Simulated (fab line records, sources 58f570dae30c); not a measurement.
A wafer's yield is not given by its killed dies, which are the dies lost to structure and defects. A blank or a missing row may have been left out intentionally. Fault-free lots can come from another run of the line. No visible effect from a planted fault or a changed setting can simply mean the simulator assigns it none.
Code-filled problem report in 8D (eight disciplines) form | flow berkeleyCmos170 | the parts of the form that need people (team, actions taken, sign-off) are left out

== 1. WHAT IS WRONG ==
NVT_TW at UCB170_NVT_TW_MEAS_09 reads a mean of 482 on 6 wafers of 2 lots; wafers without a fault read 523 with a standard deviation of 6.2. Relative to the usual mean, that is a shift of -6.6 standard deviations.
The first sign was on wafer L516.1 at day 10 22:10, on filmMetro-03. The record has a number at this step for 42 wafers belonging to 14 lots. Rule for "out", or "out of limits": more than 4 standard deviations from the usual mean. The rest of the wafers with a number are treated as sound.

== 2. WHAT IT IS AND WHAT IT IS NOT ==
question                    | is                         | is not
which readings at this step | NVT_TW                     | -
which lots                  | L515, L516                 | L494, L500, L501, L502, L503, L504, L505, L506, L507, L510, L512, L517
which wafers of those lots  | all that have a number     | -
read on which gauges        | filmMetro-01, filmMetro-03 | filmMetro-04
when                        | from day 10 22:10          | up to then (33 sound wafers); but 3 sound wafers of L517 came after

== 3. THE SUSPECTS, EACH WITH WHAT RULES IT OUT ==
Counting: a tool at any process step up to the reading remains a suspect when it ran all the lots that are out and ran no sound lot after the first of those.
- ruled out: the gauge at UCB170_NVT_TW_MEAS_09. 2 gauges (filmMetro-01, filmMetro-03) read the wafers that are out.
- implanter-02 at UCB170_NVT_IMPLANT_07: kept. All lots that are out passed through it, beginning with L516 at day 10 21:55, and no sound lot followed; its final sound lot before that point was L505 at day 8 20:13. Its own readings are out on those wafers: doseIonsCm2, faradayCurrentUA.
Left after counting: implanter-02 at UCB170_NVT_IMPLANT_07.

== 4. THE CAUSE (what the simulator had put in) ==
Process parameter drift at UCB170_NVT_IMPLANT_07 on implanter-02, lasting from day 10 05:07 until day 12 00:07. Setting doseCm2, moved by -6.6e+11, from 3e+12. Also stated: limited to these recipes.
After counting, this tool was the only one left.

== 5. SEQUENCE OF EFFECTS, ordered by route ==
One row per reading whose mean, taken over the struck wafers that have a number, lies over 3 standard deviations from the usual. Scope: only readings with a usual standard deviation given in the record; hours: median across lots of the time from each lot's start at the first step in this table that gives one to its start at this step; sigmas: change in usual standard deviations.
hours | step                  | reading          | usual | on struck wafers | change | sigmas
0     | UCB170_NVT_IMPLANT_07 | doseIonsCm2      | 3e+12 | 2e+12            | -7e+11 | -99 or more
0     | UCB170_NVT_IMPLANT_07 | faradayCurrentUA | 9.53  | 7.47             | -2.05  | -9.8
0     | UCB170_NVT_TW_MEAS_09 | NVT_TW           | 523   | 482              | -41    | -6.6
Process steps it contains:
- UCB170_NVT_IMPLANT_07
Later measuring or inspecting steps at which every struck wafer that the step has a row for has a number for every such reading, and none has moved that far: UCB170_PVT_TW_MEAS_09, UCB170_FIELD_THK_MEAS_91.

== 6. WHAT WOULD HAVE CAUGHT IT SOONER ==
The first out-of-limits reading at a measuring or inspecting step in this record came at day 10 22:10, 17 hours after the fault's start at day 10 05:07.
The tool's own readings at UCB170_NVT_IMPLANT_07 were out on every struck wafer that the step has a row for (doseIonsCm2, faradayCurrentUA): an alarm limit on them would have fired on the first of those.
Of the lots that are out (2), L515 began UCB170_NVT_IMPLANT_07 on implanter-02 after day 10 22:10. A tool hold placed at that time would have kept it from harm.
